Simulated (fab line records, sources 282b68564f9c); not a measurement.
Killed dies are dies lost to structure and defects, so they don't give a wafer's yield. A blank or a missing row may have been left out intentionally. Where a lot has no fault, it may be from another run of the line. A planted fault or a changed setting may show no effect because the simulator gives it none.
Which tool did it? / flow ritCmos / Sampling: 14 lots, 42 wafers, 3 of 202 route steps

WHAT THE GAUGES SHOWED, per wafer
RIT_NWELL_TW_MEAS_10.
lot=L672; measured=day 1 22:23; on=filmMetro-04; NWELL_TW=2151 2155 2163
lot=L673; measured=day 2 07:20; on=filmMetro-04; NWELL_TW=2172 2164 2167
lot=L674; measured=day 2 07:55; on=filmMetro-02; NWELL_TW=2161 2168 2157
lot=L675; measured=day 2 18:15; on=filmMetro-01; NWELL_TW=2175 2162 2182
lot=L676; measured=day 2 21:24; on=filmMetro-02; NWELL_TW=2162 2151 2162
lot=L677; measured=day 3 04:55; on=filmMetro-01; NWELL_TW=2173 2179 2184
lot=L678; measured=day 3 05:10; on=filmMetro-04; NWELL_TW=2166 2170 2165
lot=L679; measured=day 3 09:44; on=filmMetro-01; NWELL_TW=2180 2175 2182
lot=L680; measured=day 3 15:21; on=filmMetro-01; NWELL_TW=2185 2185 2180
lot=L687; measured=day 5 03:12; on=filmMetro-01; NWELL_TW=2168 2167 2178
lot=L688; measured=day 5 06:35; on=filmMetro-02; NWELL_TW=2164 2155 2156
lot=L692; measured=day 6 02:01; on=filmMetro-04; NWELL_TW=2163 2153 2176
lot=L693; measured=day 6 08:17; on=filmMetro-04; NWELL_TW=2163 2165 2154
lot=L695; measured=day 6 18:29; on=filmMetro-01; NWELL_TW=2178 2191 2200

RIT_GATE_THK_MEAS_07.
lot=L672; measured=day 2 17:40; on=filmMetro-03; GATE_OXIDE_THK (nm)=3.02 3.10 3.05
lot=L673; measured=day 2 19:55; on=filmMetro-04; GATE_OXIDE_THK (nm)=2.97 3.03 3.05
lot=L674; measured=day 2 21:11; on=filmMetro-04; GATE_OXIDE_THK (nm)=3.09 3.06 2.98
lot=L675; measured=day 3 06:37; on=filmMetro-01; GATE_OXIDE_THK (nm)=3.01 3.08 3.08
lot=L676; measured=day 3 12:07; on=filmMetro-04; GATE_OXIDE_THK (nm)=2.96 3.00 2.97
lot=L677; measured=day 3 17:27; on=filmMetro-01; GATE_OXIDE_THK (nm)=2.93 2.94 2.86
lot=L678; measured=day 3 19:38; on=filmMetro-03; GATE_OXIDE_THK (nm)=3.02 3.02 3.03
lot=L679; measured=day 4 01:55; on=filmMetro-03; GATE_OXIDE_THK (nm)=3.05 2.99 3.02
lot=L680; measured=day 4 05:09; on=filmMetro-03; GATE_OXIDE_THK (nm)=2.91 2.95 2.92
lot=L687; measured=day 5 17:50; on=filmMetro-04; GATE_OXIDE_THK (nm)=4.68 4.67 4.67
lot=L688; measured=day 5 19:38; on=filmMetro-04; GATE_OXIDE_THK (nm)=4.73 4.71 4.73
lot=L692; measured=day 6 16:07; on=filmMetro-04; GATE_OXIDE_THK (nm)=4.70 4.61 4.60
lot=L693; measured=day 6 23:03; on=filmMetro-03; GATE_OXIDE_THK (nm)=3.04 2.99 2.94
lot=L695; measured=day 7 07:20; on=filmMetro-03; GATE_OXIDE_THK (nm)=3.05 3.07 3.11

TOOL THAT RAN EACH LOT (tool first, then ch and the chambers of the sampled wafers, then the start)
lot=L672; RIT_NRETRO_STRIP_09=plasmaAsher-01 ch 0,1, day 2 08:47
lot=L673; RIT_NRETRO_STRIP_09=plasmaAsher-02 ch 0,1, day 2 16:10
lot=L674; RIT_NRETRO_STRIP_09=plasmaAsher-03 ch 0,1, day 2 17:34
lot=L675; RIT_NRETRO_STRIP_09=plasmaAsher-03 ch 0,1, day 3 02:44
lot=L676; RIT_NRETRO_STRIP_09=plasmaAsher-03 ch 0,1, day 3 07:37
lot=L677; RIT_NRETRO_STRIP_09=plasmaAsher-03 ch 0,1, day 3 13:19
lot=L678; RIT_NRETRO_STRIP_09=plasmaAsher-01 ch 0, day 3 13:26
lot=L679; RIT_NRETRO_STRIP_09=plasmaAsher-01 ch 0,1, day 3 18:53
lot=L680; RIT_NRETRO_STRIP_09=plasmaAsher-01 ch 0,1, day 4 00:34
lot=L687; RIT_NRETRO_STRIP_09=plasmaAsher-02 ch 0,1, day 5 11:40
lot=L688; RIT_NRETRO_STRIP_09=plasmaAsher-01 ch 0,1, day 5 15:54
lot=L692; RIT_NRETRO_STRIP_09=plasmaAsher-02 ch 1, day 6 11:10
lot=L693; RIT_NRETRO_STRIP_09=plasmaAsher-01 ch 0, day 6 16:47
lot=L695; RIT_NRETRO_STRIP_09=plasmaAsher-01 ch 0,1, day 7 03:20
- RIT_NRETRO_STRIP_09: strips in O2, time 180 s.

WHAT THE TOOLS THEMSELVES READ (means of the sampled wafers that have a number; where no wafer has one, the mark that the record gives instead)
RIT_NRETRO_STRIP_09.
lot=L672; tool=plasmaAsher-01; drypumpMotorCurrentA (A)=5.6
lot=L673; tool=plasmaAsher-02; drypumpMotorCurrentA (A)=5.8
lot=L674; tool=plasmaAsher-03; drypumpMotorCurrentA (A)=5.2
lot=L675; tool=plasmaAsher-03; drypumpMotorCurrentA (A)=5.0
lot=L676; tool=plasmaAsher-03; drypumpMotorCurrentA (A)=5.2
lot=L677; tool=plasmaAsher-03; drypumpMotorCurrentA (A)=5.2
lot=L678; tool=plasmaAsher-01; drypumpMotorCurrentA (A)=5.7
lot=L679; tool=plasmaAsher-01; drypumpMotorCurrentA (A)=5.5
lot=L680; tool=plasmaAsher-01; drypumpMotorCurrentA (A)=5.6
lot=L687; tool=plasmaAsher-02; drypumpMotorCurrentA (A)=5.5
lot=L688; tool=plasmaAsher-01; drypumpMotorCurrentA (A)=5.7
lot=L692; tool=plasmaAsher-02; drypumpMotorCurrentA (A)=6.0
lot=L693; tool=plasmaAsher-01; drypumpMotorCurrentA (A)=5.7
lot=L695; tool=plasmaAsher-01; drypumpMotorCurrentA (A)=5.5

THE ANSWER, worked out from the rows above alone
Rule: what is usual is taken from the lots themselves. Put in order of their means at a reading, lots are off if they are a third of the lots or fewer, leave a main group of 4 or more, and stand apart from it by a gap of 3 or more times the standard deviation of the main group's means; of several such gaps the widest counts. A main group whose means are all the same, to the digits that the tables above print for the reading, isn't used. A lot without any number at a reading at which 4 lots or more have one is off too. The other lots that the step has rows for count as sound. After the gauges, taken in route order, come the tools' own readings; for these a lot's mean is taken, as printed above. The first step at which some lot is off is used, and at that step the reading that is off furthest; a lot without a number counts as furthest.
Off: L687, L688, L692, seen at RIT_GATE_THK_MEAS_07 (GATE_OXIDE_THK). The main group: mean 3.01 nm, standard deviation 0.051.
If a tool, at a process step before that reading, ran all the lots that are off and no sound lot after the first of them, it fits. Gauges at RIT_GATE_THK_MEAS_07: tried the same way as those tools. One candidate fits, namely filmMetro-04 at RIT_GATE_THK_MEAS_07. A fault onset in the window from L676 (day 3 12:07, its last sound lot) to L687 (day 5 17:50, its first lot off) fits.

WHAT THE SIMULATOR HAD PUT IN
Metrology matching offset: filmMetro-04, from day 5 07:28 on, at RIT_GATE_THK_MEAS_07. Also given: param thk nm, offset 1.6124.
Shown lots that were struck: L687, L688, L692. Same finding as the rule above.
